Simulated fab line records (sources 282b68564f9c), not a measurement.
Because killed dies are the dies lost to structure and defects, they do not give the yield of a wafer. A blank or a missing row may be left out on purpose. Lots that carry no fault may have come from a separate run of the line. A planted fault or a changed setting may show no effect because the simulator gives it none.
fab line records	flow rit-cmos
record lots=14	wafers=42	last-day=8
route steps=202 shown ACTIVE@5 SDANNEAL@156 CONTACT@180 M1@196
lots untouched by any fault: they come from a run of this same line in which no faults occurred
start-h: the number of hours between the record's first day and the start of the first shown wafer of the lot	wait-h: how many hours have passed since the lot's step before this one	" repeats the value in the row above	L1.1+2: a single row standing in for several wafers	- no value, or no start given	* or withheld: withheld	< > ~ a bound
route shown NAME@n: a module of which the file shows steps, and the number in the route of the first	usual: average and standard deviation across the fault-free wafers	same: alike in all rows	chamber/n: place in a boat	sites: the reading at each site	_std_site: the values' standard deviation	_edge_site: the outer-site mean with the inner-site mean subtracted	radius-mm: for every site, how far away it sits from the centre of the wafer	mask NAME#n: copy n	behind: the tool/chamber that last shaped the wafer	hold: the reason the lot was held/the length of the hold in hours/how it ended	device: whichever transistor did not switch (one of n, p or np)	end of line: the route-end tests of the same wafers	a step given without rows: its recipe and nothing more	killed: dies that structure and defects cost at the first sort, which is not the same as the wafer's yield	map: per-die view of a wafer (x killed, . not killed, _ where there is no die)
set.NAME: the setting the step ran with; set.NAME@STEP: the setting that earlier step ran with	model.NAME: the simulator's own value behind a step, which no gauge read
a sample of lots followed through the steps of the route, with each step as a table and each wafer as a row
services: from which hour (start-h, from the record's first day; less than 0 if before it) a tool's chamber was out of use, for how many hours, and why
## steps
# step RIT_ACTIVE_THK_MEAS_04
# recipe reads=Si3N4_of_ACTIVE_CVD_03
# usual ACTIVE_NITRIDE_THK=150.3/1.4
lot.wafer	tool	chamber	start-h	wait-h	ACTIVE_NITRIDE_THK[nm]
L264.3	film-metro-01	-	13.55	0.0	152.5
L264.4	"	-	"	"	151.9
L264.5	"	-	"	"	151.3
L265.4	film-metro-04	-	19.42	0.0	151.5
L265.5	"	-	"	"	149.6
L265.6	"	-	"	"	151.0
L266.1	film-metro-04	-	23.72	0.0	148.0
L266.5	"	-	"	"	147.5
L266.6	"	-	"	"	148.8
L268.2	film-metro-04	-	36.81	0.0	152.3
L268.3	"	-	"	"	152.4
L268.4	"	-	"	"	151.3
L269.1	film-metro-02	-	38.86	0.0	149.2
L269.4	"	-	"	"	149.5
L269.5	"	-	"	"	148.2
L272.2	film-metro-01	-	53.54	0.0	151.9
L272.5	"	-	"	"	152.8
L272.6	"	-	"	"	152.4
L274.2	film-metro-01	-	63.54	0.0	151.6
L274.5	"	-	"	"	152.4
L274.6	"	-	"	"	152.5
L275.1	film-metro-02	-	69.58	0.0	150.8
L275.2	"	-	"	"	148.9
L275.6	"	-	"	"	149.9
L276.1	film-metro-02	-	74.43	0.0	150.9
L276.4	"	-	"	"	151.0
L276.6	"	-	"	"	149.5
L277.1	film-metro-01	-	78.53	0.0	152.7
L277.2	"	-	"	"	151.9
L277.5	"	-	"	"	151.0
L280.1	film-metro-02	-	93.95	0.0	148.2
L280.2	"	-	"	"	148.9
L280.4	"	-	"	"	149.1
L282.1	film-metro-01	-	103.99	0.0	149.8
L282.2	"	-	"	"	148.9
L282.4	"	-	"	"	150.7
L285.1	film-metro-02	-	119.57	0.0	150.7
L285.3	"	-	"	"	150.6
L285.4	"	-	"	"	150.5
L287.1	film-metro-02	-	129.40	0.0	151.5
L287.3	"	-	"	"	149.5
L287.4	"	-	"	"	151.1
# step RIT_SDANNEAL_RTA_03
# recipe temp-c=1050	time-s=5	idle-temp-c=600	ramp-up-c-per-s=342	ramp-down-c-per-s=171	cool-to-c=600	ambient=N2
# usual anneal-temp-c-max=1056.0/1.1	wafer_temp_C_max=1053.5/1.1
lot.wafer	tool	chamber	start-h	wait-h	anneal-temp-c-max	wafer_temp_C_max
L264.3	rtp-anneal-02	0	52.07	0.0	1055.7	1053.1
L264.4	"	0	"	"	1055.1	1053.5
L264.5	"	0	"	"	1057.2	1054.4
L265.4	rtp-anneal-01	0	56.29	0.0	1058.6	1054.0
L265.5	"	0	"	"	1057.1	1055.0
L265.6	"	0	"	"	1056.6	1051.1
L266.1	rtp-anneal-02	0	63.60	0.0	1056.8	1055.6
L266.5	"	0	"	"	1054.7	1054.6
L266.6	"	0	"	"	1056.0	1053.6
L268.2	rtp-anneal-02	0	75.33	0.0	1056.1	1053.6
L268.3	"	0	"	"	1054.0	1052.1
L268.4	"	0	"	"	1054.6	1055.9
L269.1	rtp-anneal-01	0	77.34	0.0	1056.7	1052.7
L269.4	"	0	"	"	1055.8	1052.8
L269.5	"	0	"	"	1056.1	1054.0
L272.2	rtp-anneal-02	0	92.54	0.0	1054.3	1052.7
L272.5	"	0	"	"	1053.8	1053.8
L272.6	"	0	"	"	1055.5	1052.5
L274.2	rtp-anneal-02	0	104.81	0.0	1055.7	1052.8
L274.5	"	0	"	"	1056.2	1053.5
L274.6	"	0	"	"	1057.2	1055.9
L275.1	rtp-anneal-01	0	106.82	0.0	1057.7	1053.8
L275.2	"	0	"	"	1054.8	1054.1
L275.6	"	0	"	"	1056.3	1054.0
L276.1	rtp-anneal-02	0	113.19	0.0	1057.7	1053.1
L276.4	"	0	"	"	1056.9	1053.2
L276.6	"	0	"	"	1055.7	1053.4
L277.1	rtp-anneal-01	0	118.68	0.0	1055.0	1055.5
L277.2	"	0	"	"	1058.0	1055.4
L277.5	"	0	"	"	1056.2	1055.1
L280.1	rtp-anneal-02	0	131.98	0.0	1054.4	1054.0
L280.2	"	0	"	"	1054.6	1053.8
L280.4	"	0	"	"	1058.5	1051.8
L282.1	rtp-anneal-02	0	147.84	0.0	1055.5	1054.1
L282.2	"	0	"	"	1055.4	1052.2
L282.4	"	0	"	"	1055.5	1054.9
L285.1	rtp-anneal-01	0	160.42	0.0	1056.0	1053.0
L285.3	"	0	"	"	1056.2	1056.6
L285.4	"	0	"	"	1056.3	1052.9
L287.1	rtp-anneal-01	0	174.38	0.0	1056.2	1052.8
L287.3	"	0	"	"	1055.2	1052.8
L287.4	"	0	"	"	1056.0	1053.0
# step RIT_CONTACT_STRIP_12
# recipe chemistry=O2	time-s=180	resist=NOVOLAK	platen-temp-c=withheld	power-w=500	pressure-mtorr=4000	o2-flow-sccm=4000
# usual drypump-motor-current-A=5.7/0.62
lot.wafer	tool	chamber	start-h	wait-h	drypump-motor-current-A	rf-hours-counter-h
L264.3	plasma-asher-02	1	54.75	0.2	4.9	-
L264.4	"	0	"	"	6.0	-
L264.5	"	0	"	"	5.9	-
L265.4	plasma-asher-01	1	59.15	0.2	6.6	-
L265.5	"	0	"	"	5.5	-
L265.6	"	1	"	"	6.6	-
L266.1	plasma-asher-02	1	66.36	0.1	4.8	39
L266.5	"	1	"	"	4.8	-
L266.6	"	0	"	"	5.9	-
L268.2	plasma-asher-04	0	78.13	0.1	6.3	29
L268.3	"	0	"	"	6.3	-
L268.4	"	1	"	"	5.3	-
L269.1	plasma-asher-01	0	79.97	0.1	5.5	46
L269.4	"	1	"	"	6.5	-
L269.5	"	1	"	"	6.6	-
L272.2	plasma-asher-01	1	95.16	0.1	6.6	47
L272.5	"	1	"	"	6.5	-
L272.6	"	0	"	"	5.6	-
L274.2	plasma-asher-01	0	107.43	0.1	5.5	49
L274.5	"	1	"	"	6.5	-
L274.6	"	0	"	"	5.6	-
L275.1	plasma-asher-01	0	113.93	0.1	5.5	50
L275.2	"	1	"	"	6.5	50
L275.6	"	0	"	"	5.5	-
L276.1	plasma-asher-01	1	115.96	0.1	6.5	51
L276.4	"	1	"	"	6.6	-
L276.6	"	1	"	"	6.5	-
L277.1	plasma-asher-02	0	121.38	0.1	5.9	0
L277.2	"	1	"	"	4.8	0
L277.5	"	1	"	"	4.8	-
L280.1	plasma-asher-02	0	134.74	0.1	6.0	2
L280.2	"	1	"	"	4.8	2
L280.4	"	1	"	"	4.8	-
L282.1	plasma-asher-02	0	150.78	0.1	5.9	3
L282.2	"	1	"	"	4.8	3
L282.4	"	1	"	"	4.8	-
L285.1	plasma-asher-04	0	163.08	0.1	6.3	38
L285.3	"	1	"	"	5.3	-
L285.4	"	0	"	"	6.3	-
L287.1	plasma-asher-01	0	177.20	0.1	5.5	57
L287.3	"	1	"	"	6.6	-
L287.4	"	0	"	"	5.6	-
# step RIT_M1_METAL_ETCH_12
# recipe stop-on=SiO2	chemistry=Cl2/BCl3	target=Al	time-s=165	over-etch-frac=0.5	pressure-mtorr=100	target-depth-a=6000	rf-w=254.6	Cl2_flow_sccm=60	bcl3-flow-sccm=50
# usual drypump-motor-current-A=5.5/0.51	oes-product-au=0.792/0.014	run-length-s=193.4/0.6	throttle-valve-pct=8.22/0.16
lot.wafer	tool	chamber	start-h	wait-h	drypump-motor-current-A	oes-product-au	rf-hours-counter-h	run-length-s	throttle-valve-pct
L264.3	rie-metal-04	1	57.27	0.2	6.4	0.770	-	192.6	8.18
L264.4	"	0	"	"	5.1	0.777	-	193.9	8.07
L264.5	"	0	"	"	5.1	0.778	-	194.0	8.06
L265.4	rie-metal-01	0	61.67	0.1	5.5	0.790	-	193.7	8.46
L265.5	"	1	"	"	5.1	0.807	-	193.2	8.04
L265.6	"	0	"	"	5.5	0.789	-	193.6	8.46
L266.1	rie-metal-03	1	68.89	0.2	5.0	0.811	37	193.8	8.37
L266.5	"	0	"	"	5.8	0.813	-	193.1	8.15
L266.6	"	1	"	"	5.0	0.809	-	193.8	8.37
L268.2	rie-metal-01	0	80.72	0.2	5.5	0.778	4	193.4	8.46
L268.3	"	0	"	"	5.5	0.784	-	193.4	8.46
L268.4	"	1	"	"	5.1	0.791	-	193.4	8.05
L269.1	rie-metal-03	0	82.38	0.2	5.8	0.815	38	193.2	8.17
L269.4	"	0	"	"	5.8	0.814	-	193.0	8.16
L269.5	"	0	"	"	5.7	0.815	-	193.1	8.15
L272.2	rie-metal-03	0	97.57	0.2	5.7	0.807	38	193.6	8.17
L272.5	"	0	"	"	5.8	0.813	-	193.2	8.15
L272.6	"	1	"	"	5.1	0.810	-	194.0	8.37
L274.2	rie-metal-01	0	109.84	0.2	5.5	0.779	5	193.6	8.46
L274.5	"	0	"	"	5.5	0.779	-	193.7	8.47
L274.6	"	1	"	"	5.1	0.799	-	193.2	8.04
L275.1	rie-metal-03	0	116.48	0.2	5.8	0.805	38	193.0	8.16
L275.2	"	1	"	"	5.0	0.817	37	193.7	8.38
L275.6	"	1	"	"	5.0	0.812	-	193.7	8.36
L276.1	rie-metal-04	0	118.95	0.2	5.1	0.790	3	193.8	8.07
L276.4	"	1	"	"	6.4	0.780	-	192.8	8.19
L276.6	"	0	"	"	5.1	0.788	-	194.0	8.05
L277.1	rie-metal-01	1	124.17	0.2	5.1	0.794	4	192.8	8.04
L277.2	"	0	"	"	5.5	0.790	5	193.6	8.48
L277.5	"	1	"	"	5.1	0.789	-	193.2	8.04
L280.1	rie-metal-01	0	137.28	0.2	5.5	0.793	5	193.6	8.47
L280.2	"	0	"	"	5.5	0.785	-	193.4	8.47
L280.4	"	0	"	"	5.5	0.788	-	194.3	8.47
L282.1	rie-metal-01	1	153.31	0.2	5.1	1.009	5	126.9	8.02
L282.2	"	0	"	"	5.5	0.783	6	193.5	8.47
L282.4	"	1	"	"	5.1	1.007	-	127.5	8.00
L285.1	rie-metal-01	1	165.69	0.2	5.1	1.001	5	126.8	8.02
L285.3	"	0	"	"	5.5	0.789	-	193.7	8.47
L285.4	"	1	"	"	5.1	0.990	-	126.9	8.01
L287.1	rie-metal-04	0	179.69	0.2	5.1	0.770	4	194.5	8.05
L287.3	"	1	"	"	6.4	0.766	-	192.4	8.16
L287.4	"	0	"	"	5.1	0.781	-	193.7	8.05
# step RIT_M1_CD_MEAS_90
# recipe target-cd-nm=2600
# usual cd-nm=2599.1/2.5
lot.wafer	tool	chamber	start-h	wait-h	hold	cd-nm
L264.3	cd-sem-01	-	57.77	0.1	-	2600.5
L264.4	"	-	"	"	-	2600.2
L264.5	"	-	"	"	-	2599.5
L265.4	cd-sem-01	-	62.19	0.1	-	2601.2
L265.5	"	-	"	"	-	2596.8
L265.6	"	-	"	"	-	2599.9
L266.1	cd-sem-01	-	69.40	0.1	-	2597.6
L266.5	"	-	"	"	-	2596.3
L266.6	"	-	"	"	-	2597.3
L268.2	cd-sem-01	-	81.27	0.1	-	2600.5
L268.3	"	-	"	"	-	2601.8
L268.4	"	-	"	"	-	2595.2
L269.1	cd-sem-01	-	82.89	0.1	-	2605.6
L269.4	"	-	"	"	-	2603.1
L269.5	"	-	"	"	-	2604.2
L272.2	cd-sem-01	-	98.11	0.1	-	2596.9
L272.5	"	-	"	"	-	2597.8
L272.6	"	-	"	"	-	2594.4
L274.2	cd-sem-02	-	110.37	0.1	-	2596.2
L274.5	"	-	"	"	-	2597.8
L274.6	"	-	"	"	-	2597.1
L275.1	cd-sem-01	-	116.99	0.1	-	2599.0
L275.2	"	-	"	"	-	2595.6
L275.6	"	-	"	"	-	2594.6
L276.1	cd-sem-02	-	119.46	0.1	-	2600.7
L276.4	"	-	"	"	-	2599.0
L276.6	"	-	"	"	-	2597.3
L277.1	cd-sem-02	-	124.70	0.1	-	2598.0
L277.2	"	-	"	"	-	2600.5
L277.5	"	-	"	"	-	2594.3
L280.1	cd-sem-02	-	137.96	0.1	-	2600.3
L280.2	"	-	"	"	-	2599.1
L280.4	"	-	"	"	-	2598.3
L282.1	cd-sem-01	-	153.82	0.1	await-dispo/0.2h/release	2609.0
L282.2	"	-	"	"	await-dispo/0.2h/release	2599.1
L282.4	"	-	"	"	await-dispo/0.2h/release	2608.8
L282.1	cd-sem-01	-	154.11	0.3	-	2608.7
L282.2	"	-	"	"	-	2599.5
L282.4	"	-	"	"	-	2609.2
L285.1	cd-sem-01	-	166.24	0.1	-	2607.8
L285.3	"	-	"	"	-	2600.2
L285.4	"	-	"	"	-	2606.3
L287.1	cd-sem-02	-	180.21	0.1	-	2601.8
L287.3	"	-	"	"	-	2600.9
L287.4	"	-	"	"	-	2598.6
# step RIT_M1_PROBE_99
# usual defect-limited-yield=97.3/1.3	killed_at_M0_to_M3=0.0/0.083	killed-at-contacts=0.1/0.3	killed-at-front-end=7/3.4	killed-dies=7/3.4	killed-on-rim=1.9/1.4	killed-open=3.6/2.1	killed-short=3.5/2.1	sort_bin_3_pad_short=0.1/0.27	sort_bin_5_function=1.5/0.75	sort_bin_6_memory=1.0/0.75	sort-n-pass=257/3.4	sort-yield-pct=97.3/1.3
# same gross-dies=264	killed_at_M4_up=0	killed-at-back-side=0	killed-at-other=0
lot.wafer	tool	chamber	start-h	wait-h	hold	defect-limited-yield[%]	killed_at_M0_to_M3	killed-at-contacts	killed-at-front-end	killed-dies	killed-on-rim	killed-open	killed-short	sort_bin_3_pad_short[%]	sort_bin_5_function[%]	sort_bin_6_memory[%]	sort-n-pass	sort-yield-pct[%]
L264.3	prober-01	-	59.57	0.2	-	98.1	0	0	5	5	2	0	5	0	1.9	0	259	98.1
L264.4	prober-01	-	59.62	0.2	-	99.2	0	0	2	2	0	2	0	0	0	0.8	262	99.2
L264.5	prober-01	-	59.67	0.2	-	96.2	0	0	10	10	4	2	8	0	2.3	1.5	254	96.2
L265.4	prober-02	-	64.02	0.2	-	97.3	0	0	7	7	1	3	4	0.4	1.5	0.8	257	97.3
L265.5	prober-02	-	64.07	0.2	-	96.6	0	0	9	9	3	5	4	0	1.9	1.5	255	96.6
L265.6	prober-02	-	64.12	0.2	-	97.0	0	0	8	8	0	2	6	0.4	1.9	0.8	256	97.0
L266.1	prober-01	-	71.14	0.1	-	98.5	0	0	4	4	1	3	1	0	1.1	0.4	260	98.5
L266.5	prober-01	-	71.34	0.2	-	97.7	0	0	6	6	0	4	2	0	1.5	0.8	258	97.7
L266.6	prober-01	-	71.39	0.2	-	98.1	0	0	5	5	1	4	1	0	0.4	1.5	259	98.1
L268.2	prober-01	-	83.04	0.1	-	96.2	0	0	10	10	2	4	6	0	1.5	2.3	254	96.2
L268.3	prober-01	-	83.09	0.2	-	98.9	0	0	3	3	0	2	1	0	0.8	0.4	261	98.9
L268.4	prober-01	-	83.14	0.2	-	98.1	0	0	5	5	0	3	2	0	1.9	0	259	98.1
L269.1	prober-02	-	84.63	0.1	-	98.9	0	0	3	3	1	1	2	0	0.8	0.4	261	98.9
L269.4	prober-02	-	84.78	0.2	-	98.5	0	1	3	4	3	2	2	0	0.4	1.1	260	98.5
L269.5	prober-02	-	84.83	0.2	-	98.5	0	0	4	4	2	3	1	0	1.1	0.4	260	98.5
L272.2	prober-01	-	99.88	0.1	-	97.7	0	0	6	6	2	4	2	0	1.5	0.8	258	97.7
L272.5	prober-01	-	100.03	0.2	-	95.8	0	0	11	11	3	5	6	0.8	2.7	0.8	253	95.8
L272.6	prober-01	-	100.08	0.2	-	97.0	0	0	8	8	2	6	2	0	1.5	1.5	256	97.0
L274.2	prober-01	-	112.14	0.1	-	97.3	0	0	7	7	2	3	4	0	1.5	1.1	257	97.3
L274.5	prober-01	-	112.29	0.2	-	98.5	0	0	4	4	1	3	1	0	1.5	0	260	98.5
L274.6	prober-01	-	112.34	0.2	-	97.7	0	0	6	6	4	4	2	0	1.5	0.8	258	97.7
L275.1	prober-02	-	118.73	0.1	-	97.3	0	0	7	7	1	4	3	0	1.5	1.1	257	97.3
L275.2	prober-02	-	118.78	0.1	-	96.6	0	0	9	9	1	5	4	0	1.9	1.5	255	96.6
L275.6	prober-02	-	118.98	0.2	-	95.8	0	0	11	11	2	6	5	0	1.5	2.7	253	95.8
L276.1	prober-01	-	121.20	0.1	-	97.7	0	0	6	6	1	4	2	0	1.1	1.1	258	97.7
L276.4	prober-01	-	121.35	0.2	-	98.1	0	0	5	5	3	5	0	0	1.1	0.8	259	98.1
L276.6	prober-01	-	121.45	0.2	-	99.2	0	0	2	2	0	1	1	0	0.4	0.4	262	99.2
L277.1	prober-02	-	126.44	0.1	-	97.0	0	0	8	8	3	4	4	0	1.9	1.1	256	97.0
L277.2	prober-02	-	126.49	0.1	-	97.7	0	0	6	6	0	4	2	0	1.5	0.8	258	97.7
L277.5	prober-02	-	126.64	0.2	-	98.5	0	0	4	4	0	3	1	0	0.4	1.1	260	98.5
L280.1	prober-01	-	139.74	0.1	-	96.2	0	0	10	10	2	7	3	0	1.5	2.3	254	96.2
L280.2	prober-01	-	139.79	0.1	-	98.9	0	0	3	3	2	1	2	0.4	0.4	0.4	261	98.9
L280.4	prober-01	-	139.89	0.2	-	96.2	0	1	9	10	3	5	5	0	2.7	1.1	254	96.2
L282.1	prober-01	-	159.13	0.1	await-dispo/3.4h/release	0	261	0	3	264	70	2	1	0.4	99.2	0.4	0	0
L282.2	prober-01	-	159.18	0.1	await-dispo/3.4h/release	98.9	0	0	3	3	2	2	1	0.4	0.8	0	261	98.9
L282.4	prober-01	-	159.28	0.2	await-dispo/3.4h/release	0	262	0	2	264	70	1	1	0	100.0	0	0	0
L285.1	prober-01	-	167.98	0.1	await-dispo/1.6h/release	0	257	0	7	264	70	5	2	0.4	98.9	0.8	0	0
L285.3	prober-01	-	168.08	0.2	await-dispo/1.6h/release	97.3	0	0	7	7	1	5	2	0	1.9	0.8	257	97.3
L285.4	prober-01	-	168.13	0.2	await-dispo/1.6h/release	0	255	0	9	264	70	4	5	0.8	97.7	1.5	0	0
L287.1	prober-01	-	181.95	0.1	-	96.2	0	0	10	10	2	7	3	0	1.5	2.3	254	96.2
L287.3	prober-01	-	182.05	0.2	-	95.8	0	0	11	11	3	6	5	0	2.3	1.9	253	95.8
L287.4	prober-01	-	182.10	0.2	-	95.8	0	0	11	11	1	4	7	0	2.3	1.9	253	95.8
# killed by level:class
L264.3 SPACER:geometric-particle:short=3 GATE:geometric-particle:short=2
L264.4 FOX2:geometric-particle:open=1 GATE:geometric-particle:open=1
L264.5 GATE:geometric-particle:short=2 SPACER:geometric-particle:short=2 FOX1:geometric-particle:short=1 FOX1:geometric-particle:open=1 FOX2:geometric-particle:short=1 REOX:geometric-particle:short=1 REOX:geometric-particle:open=1 SILICIDE:geometric-particle:short=1
L265.4 GATE:geometric-particle:short=4 FOX1:geometric-particle:open=1 FOX2:geometric-particle:open=1 GATE:geometric-particle:open=1
L265.5 GATE:geometric-particle:open=3 GATE:geometric-particle:short=2 FOX2:geometric-particle:open=1 REOX:geometric-particle:short=1 SPACER:geometric-particle:short=1 SPACER:geometric-particle:open=1
L265.6 GATE:geometric-particle:short=4 GATE:geometric-particle:open=2 SPACER:geometric-particle:short=1 SILICIDE:geometric-particle:short=1
L266.1 GATE:geometric-particle:open=3 GATE:geometric-particle:short=1
L266.5 GATE:geometric-particle:open=2 FOX1:geometric-particle:open=1 GATE:geometric-particle:short=1 SILICIDE:geometric-particle:short=1 SILICIDE:geometric-particle:open=1
L266.6 FOX1:geometric-particle:open=1 GATE:geometric-particle:open=1 GATE:geometric-particle:short=1 SPACER:geometric-particle:open=1 SILICIDE:geometric-particle:open=1
L268.2 FOX1:geometric-particle:short=2 GATE:geometric-particle:short=2 ACTIVE:geometric-particle:open=1 FOX1:geometric-particle:open=1 GATE:geometric-particle:open=1 REOX:geometric-particle:short=1 REOX:geometric-particle:open=1 SPACER:geometric-particle:short=1
L268.3 GATE:geometric-particle:short=1 GATE:geometric-particle:open=1 SPACER:geometric-particle:open=1
L268.4 REOX:geometric-particle:open=2 FOX1:geometric-particle:open=1 GATE:geometric-particle:short=1 REOX:geometric-particle:short=1
L269.1 GATE:geometric-particle:short=2 SILICIDE:geometric-particle:open=1
L269.4 FOX2:geometric-particle:open=1 SPACER:geometric-particle:open=1 SPACER:geometric-particle:short=1 CONTACT:geometric-particle:short=1
L269.5 GATE:geometric-particle:open=2 FOX2:geometric-particle:open=1 FOX2:geometric-particle:short=1
L272.2 SILICIDE:geometric-particle:open=2 FOX1:geometric-particle:open=1 GATE:geometric-particle:open=1 GATE:geometric-particle:short=1 SILICIDE:geometric-particle:short=1
L272.5 GATE:geometric-particle:short=4 GATE:geometric-particle:open=2 FOX1:geometric-particle:short=1 FOX2:geometric-particle:open=1 REOX:geometric-particle:open=1 REOX:geometric-particle:short=1 SILICIDE:geometric-particle:open=1
L272.6 FOX1:geometric-particle:open=2 GATE:geometric-particle:open=2 REOX:geometric-particle:open=2 GATE:geometric-particle:short=1 SILICIDE:geometric-particle:short=1
L274.2 GATE:geometric-particle:short=3 GATE:geometric-particle:open=1 REOX:geometric-particle:open=1 SILICIDE:geometric-particle:short=1 SILICIDE:geometric-particle:open=1
L274.5 SILICIDE:geometric-particle:open=2 GATE:geometric-particle:open=1 GATE:geometric-particle:short=1
L274.6 GATE:geometric-particle:open=2 REOX:geometric-particle:short=1 SPACER:geometric-particle:open=1 SILICIDE:geometric-particle:open=1 SILICIDE:geometric-particle:short=1
L275.1 GATE:geometric-particle:open=3 GATE:geometric-particle:short=1 REOX:geometric-particle:open=1 SPACER:geometric-particle:short=1 SILICIDE:geometric-particle:short=1
L275.2 GATE:geometric-particle:open=3 GATE:geometric-particle:short=2 FOX1:geometric-particle:short=1 REOX:geometric-particle:open=1 SPACER:geometric-particle:open=1 SILICIDE:geometric-particle:short=1
L275.6 GATE:geometric-particle:short=4 GATE:geometric-particle:open=2 SPACER:geometric-particle:open=2 FOX1:geometric-particle:open=1 REOX:geometric-particle:short=1 REOX:geometric-particle:open=1
L276.1 GATE:geometric-particle:short=2 FOX2:geometric-particle:open=1 GATE:geometric-particle:open=1 SPACER:geometric-particle:open=1 SILICIDE:geometric-particle:open=1
L276.4 REOX:geometric-particle:open=2 FOX2:geometric-particle:open=1 GATE:geometric-particle:open=1 SPACER:geometric-particle:open=1
L276.6 REOX:geometric-particle:open=1 SILICIDE:geometric-particle:short=1
L277.1 GATE:geometric-particle:short=3 FOX1:geometric-particle:open=1 GATE:geometric-particle:open=1 REOX:geometric-particle:short=1 REOX:geometric-particle:open=1 SILICIDE:geometric-particle:open=1
L277.2 GATE:geometric-particle:short=2 SILICIDE:geometric-particle:open=2 FOX2:geometric-particle:open=1 GATE:geometric-particle:open=1
L277.5 GATE:geometric-particle:open=2 GATE:geometric-particle:short=1 REOX:geometric-particle:open=1
L280.1 GATE:geometric-particle:open=5 GATE:geometric-particle:short=3 SPACER:geometric-particle:open=1 SILICIDE:geometric-particle:open=1
L280.2 FOX1:geometric-particle:short=1 FOX2:geometric-particle:short=1 FOX2:geometric-particle:open=1
L280.4 GATE:geometric-particle:open=3 FOX2:geometric-particle:short=2 FOX1:geometric-particle:short=1 FOX1:geometric-particle:open=1 GATE:geometric-particle:short=1 SILICIDE:geometric-particle:open=1 CONTACT:geometric-particle:short=1
L282.1 M1:area-etch=261 FOX2:geometric-particle:open=1 FOX2:geometric-particle:short=1 SILICIDE:geometric-particle:open=1
L282.2 REOX:geometric-particle:open=1 REOX:geometric-particle:short=1 SILICIDE:geometric-particle:open=1
L282.4 M1:area-etch=262 FOX1:geometric-particle:open=1 SILICIDE:geometric-particle:short=1
L285.1 M1:area-etch=257 GATE:geometric-particle:open=4 GATE:geometric-particle:short=2 SILICIDE:geometric-particle:open=1
L285.3 GATE:geometric-particle:open=4 SPACER:geometric-particle:short=2 ACTIVE:geometric-particle:open=1
L285.4 M1:area-etch=255 GATE:geometric-particle:open=3 GATE:geometric-particle:short=2 FOX1:geometric-particle:short=1 FOX2:geometric-particle:short=1 REOX:geometric-particle:open=1 SILICIDE:geometric-particle:short=1
L287.1 FOX1:geometric-particle:open=3 FOX2:geometric-particle:open=2 SPACER:geometric-particle:open=2 SPACER:geometric-particle:short=2 GATE:geometric-particle:short=1
L287.3 GATE:geometric-particle:short=3 GATE:geometric-particle:open=3 SILICIDE:geometric-particle:short=2 SILICIDE:geometric-particle:open=2 FOX1:geometric-particle:open=1
L287.4 GATE:geometric-particle:open=3 GATE:geometric-particle:short=3 FOX1:geometric-particle:short=2 FOX1:geometric-particle:open=1 FOX2:geometric-particle:short=1 SILICIDE:geometric-particle:short=1
## services
tool	chamber	start-h	hours	kind
plasma-asher-04	-	28.31	5.7	repair
plasma-asher-02	-	77.49	2.8	pm
rie-metal-01	1	91.03	14.5	repair
plasma-asher-02	-	108.75	9.0	pm
plasma-asher-02	0	108.75	9.0	vent-cycle
plasma-asher-02	1	108.75	9.0	vent-cycle
rie-metal-04	-	112.26	0.3	repair
plasma-asher-02	0	117.75	-	clean
plasma-asher-02	1	117.75	-	clean
rie-metal-01	1	135.89	16.4	repair
rie-metal-03	-	136.12	20.0	pm
rie-metal-03	0	136.12	20.0	vent-cycle
rie-metal-03	1	136.12	20.0	vent-cycle
plasma-asher-01	-	141.93	2.8	pm
plasma-asher-02	-	143.74	0.5	repair
rie-metal-03	0	156.12	-	clean
rie-metal-03	1	156.12	-	clean
rie-metal-01	-	159.21	4.3	pm
## key
first-sign step=RIT_M1_METAL_ETCH_12	reading=run-length-s	direction=down	sigmas=99+	usual=*	struck=*
effect step=RIT_M1_METAL_ETCH_12	reading=oes-product-au	direction=up	sigmas=15	usual=0.792	struck=1.002
effect step=RIT_M1_CD_MEAS_90	reading=visit	direction=added
effect step=RIT_M1_PROBE_99	reading=killed_at_M0_to_M3	direction=up	sigmas=99+	usual=0.0	struck=258.8
more-kills-born-at RIT_M1_METAL_ETCH_12@rie-metal-01=1035
met-at RIT_M1_METAL_ETCH_12
struck-lots L282,L285
struck-wafers L282.1,L282.4,L285.1,L285.4
later-rows-left-out L282.1,L282.4,L285.1,L285.4
not-acting-at RIT_ACTIVE_THK_MEAS_04,RIT_SDANNEAL_RTA_03,RIT_CONTACT_STRIP_12
onset-between 124.17 153.31
fault kind=process-parameter-drift	tool=rie-metal-01	chamber=1	onset-h=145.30	steps=RIT_M1_METAL_ETCH_12	channel=time-s	offset=*	shape=step	end-h=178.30	stated=*
# later-rows-left-out: the simulator's readings of these wafers behind a module that went badly wrong aren't trusted and aren't shown, but for the sort
